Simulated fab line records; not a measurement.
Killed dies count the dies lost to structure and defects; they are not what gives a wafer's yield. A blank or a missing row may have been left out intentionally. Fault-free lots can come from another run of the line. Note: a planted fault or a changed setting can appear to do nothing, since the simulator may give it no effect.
Comparing a struck lot with a sound one    flow berkeley cmos170    15 steps out of a route of 331
Sound: these wafers, L456.2, L456.3, L456.5. Struck: wafer L478.4. Last of all comes the cause.
Each step with rows lists, per side, the tool, then ch with its chambers, then its first start. Under that, the readings that differ: sound wafers    struck wafers    difference of the means    sigmas: that difference in standard deviations of wafers without a fault.
alike: same words and numbers on both sides, and readings whose means sit less than 2 such deviations apart. not compared: any withheld reading, any reading some wafer has no value for, any bound like >300 that may hide the same value, and any number with overlapping values for which the record gives no deviation.
Wherever a step has rows on one side only, a row that says differs or no value, or a row with sigmas, the two part there. When numbers do not overlap yet have no deviation, they are printed without sigmas and do not part them. A reading missing from all wafers of one side parts the sides only when that side holds two or more wafers.

first, 2 steps without rows for these wafers: UCB170_NLDD_PEB_04; UCB170_NLDD_DEVELOP_05 (develop time 45 s).
UCB170_NLDD_CD_MEAS_06 targets a cd of 1200 nm.
  struck on cd sem-01, day 12 14:50; sound on cd sem-01, day 7 05:40
  alike: cd nm
UCB170_NLDD_OVL_MEAS_07:
  struck on overlay-02, day 12 14:54; sound on overlay-02, day 7 05:46
  alike: NLDD_OVL
then, 2 steps without rows for these wafers: UCB170_NLDD_IMPLANT_08; UCB170_NLDD_IMPLANT_09.
UCB170_NLDD_STRIP_10: strips in O2.
  sound on plasma asher-02 ch 0,1, day 7 06:06; struck on plasma asher-02 ch 0, day 12 15:15
reading                      sound           struck  difference  sigmas
drypump motor current A (A)  5.90 5.90 5.18  5.14    -0.52       -2
  alike: oes product au, strip time to endpoint s
  not compared: rf hours counter h
UCB170_NLDD_TW_MEAS_11:
  struck on film metro-03, day 12 15:21; sound on film metro-04, day 7 06:16
reading  sound           struck  difference  sigmas
NLDD_TW  2227 2220 2229  2197    -28         -2
then, 1 step without rows for these wafers: UCB170_NLDD_CLEAN_12 (cleans in SPM, time 600 s).
UCB170_SPACER_CVD_00: deposits SiO2 from TEOS/O2, target thk 376 nm, time 47 s.
  sound on pecvd-01 ch 0,1,2, day 7 06:29; struck on pecvd-03 ch 2, day 12 15:35
  alike: heater power w
UCB170_SPACER_THK_MEAS_01:
  struck on film metro-02, day 12 15:38; sound on film metro-03, day 7 06:34
  alike: SPACER_TEOS_THK
then, 1 step without rows for these wafers: UCB170_SPACER_ANNEAL_02 (time 1800 s).
UCB170_SPACER_ETCHBACK_03: etches SiO2 in CHF3/CF4/Ar, stops on Si, target depth 376 nm, time 100 s.
  sound on rie diel-04 ch 0,1, day 7 12:14; struck on rie diel-01 ch 3, day 12 19:53
reading                 sound              struck  difference  sigmas
oes product au (a.u.)   0.903 0.883 0.896  0.989   +0.095      +5
run length s (s)        128.6 127.8 128.1  87.5    -40.7       -85
throttle valve pct (%)  6.45 6.60 6.59     6.34    -0.21       -2
  alike: drypump motor current A
  not compared: rf hours counter h
then, 1 step without rows for these wafers: UCB170_PSD_HMDS_00 (prime time 60 s).
UCB170_M3_PROBE_99:
  the record has rows for the sound wafers here (prober-01, day 8 16:04) and none for the struck ones

## WHERE THEY PART
Last at UCB170_M3_PROBE_99 as far as this record goes, first at UCB170_NLDD_STRIP_10.

WHY: the cause the simulator had injected
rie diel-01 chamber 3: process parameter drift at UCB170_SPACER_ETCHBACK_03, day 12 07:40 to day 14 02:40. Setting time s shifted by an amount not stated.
